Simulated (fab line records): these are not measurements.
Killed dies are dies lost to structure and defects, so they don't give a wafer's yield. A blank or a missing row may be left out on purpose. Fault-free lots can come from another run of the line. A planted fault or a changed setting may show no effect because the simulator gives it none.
Check of tool commonality || flow berkeley cmos170 || Sample size 10 lots and 30 wafers

WHY THIS WAS OPENED
UCB170_PLDD_TW_MEAS_11, reading PLDD_TW: flagged on 4 of 10 lots. No-fault wafers: 1008, standard deviation 10.
Rule: a lot gets a flag if all its wafers with a number sit over 4 standard deviations from that mean, or if no wafer of it has a number. All remaining lots are regarded as sound.

{"lot": "L403", "measured": "day 6 23:55", "on": "film metro-03", "PLDD_TW, wafer by wafer": "1013 1018 1017", "flag": ""}
{"lot": "L402", "measured": "day 7 00:05", "on": "film metro-02", "PLDD_TW, wafer by wafer": "1008 1008 1001", "flag": ""}
{"lot": "L404", "measured": "day 7 19:29", "on": "film metro-04", "PLDD_TW, wafer by wafer": "1003 1002 1000", "flag": ""}
{"lot": "L407", "measured": "day 8 02:32", "on": "film metro-04", "PLDD_TW, wafer by wafer": "990 991 995", "flag": ""}
{"lot": "L406", "measured": "day 8 02:50", "on": "film metro-03", "PLDD_TW, wafer by wafer": "1018 1015 1016", "flag": ""}
{"lot": "L405", "measured": "day 8 03:08", "on": "film metro-04", "PLDD_TW, wafer by wafer": "994 992 990", "flag": ""}
{"lot": "L410", "measured": "day 8 19:16", "on": "film metro-04", "PLDD_TW, wafer by wafer": "863 864 857", "flag": "FLAGGED"}
{"lot": "L408", "measured": "day 8 19:24", "on": "film metro-02", "PLDD_TW, wafer by wafer": "876 881 887", "flag": "FLAGGED"}
{"lot": "L409", "measured": "day 8 19:46", "on": "film metro-03", "PLDD_TW, wafer by wafer": "891 885 884", "flag": "FLAGGED"}
{"lot": "L411", "measured": "day 9 15:14", "on": "film metro-03", "PLDD_TW, wafer by wafer": "893 898 890", "flag": "FLAGGED"}
The numbers of the flagged lots are 881 on average: -127 against the usual, or -13 standard deviations.

LOT BY LOT: THE TOOL USED
The record holds 1 process step before the reading, out of a route of 331 steps. Every cell lists first the tool, next ch and the chambers used by the sampled wafers, and last the start.
{"lot": "L403", "flag": "", "UCB170_PLDD_IMPLANT_09": "implanter-03 ch 0, day 6 23:42"}
{"lot": "L402", "flag": "", "UCB170_PLDD_IMPLANT_09": "implanter-01 ch 0, day 6 23:50"}
{"lot": "L404", "flag": "", "UCB170_PLDD_IMPLANT_09": "implanter-01 ch 0, day 7 19:16"}
{"lot": "L407", "flag": "", "UCB170_PLDD_IMPLANT_09": "implanter-01 ch 0, day 8 02:17"}
{"lot": "L406", "flag": "", "UCB170_PLDD_IMPLANT_09": "implanter-01 ch 0, day 8 02:35"}
{"lot": "L405", "flag": "", "UCB170_PLDD_IMPLANT_09": "implanter-01 ch 0, day 8 02:53"}
{"lot": "L410", "flag": "FLAGGED", "UCB170_PLDD_IMPLANT_09": "implanter-03 ch 0, day 8 19:01"}
{"lot": "L408", "flag": "FLAGGED", "UCB170_PLDD_IMPLANT_09": "implanter-01 ch 0, day 8 19:10"}
{"lot": "L409", "flag": "FLAGGED", "UCB170_PLDD_IMPLANT_09": "implanter-03 ch 0, day 8 19:32"}
{"lot": "L411", "flag": "FLAGGED", "UCB170_PLDD_IMPLANT_09": "implanter-01 ch 0, day 9 14:59"}
These steps, and what they do:
- UCB170_PLDD_IMPLANT_09
- UCB170_PLDD_TW_MEAS_11

FLAGGED AGAINST TOTAL, ONE TOOL AT A TIME (gauges that did the reading follow at the end)
{"step": "UCB170_PLDD_IMPLANT_09", "tool": "implanter-01", "lots run": 7, "flagged": 2, "share of the flagged lots": "some", "sound lots run after its first flagged lot": 0}
{"step": "UCB170_PLDD_IMPLANT_09", "tool": "implanter-03", "lots run": 3, "flagged": 2, "share of the flagged lots": "some", "sound lots run after its first flagged lot": 0}
{"step": "UCB170_PLDD_TW_MEAS_11", "tool": "film metro-02", "lots run": 2, "flagged": 1, "share of the flagged lots": "some", "sound lots run after its first flagged lot": 0}
{"step": "UCB170_PLDD_TW_MEAS_11", "tool": "film metro-03", "lots run": 4, "flagged": 2, "share of the flagged lots": "some", "sound lots run after its first flagged lot": 0}
{"step": "UCB170_PLDD_TW_MEAS_11", "tool": "film metro-04", "lots run": 4, "flagged": 1, "share of the flagged lots": "some", "sound lots run after its first flagged lot": 0}

THE TABLE: WHAT IT ALLOWS
No row of the table ran every flagged lot.

WHAT HAD BEEN PUT IN BY THE SIMULATOR
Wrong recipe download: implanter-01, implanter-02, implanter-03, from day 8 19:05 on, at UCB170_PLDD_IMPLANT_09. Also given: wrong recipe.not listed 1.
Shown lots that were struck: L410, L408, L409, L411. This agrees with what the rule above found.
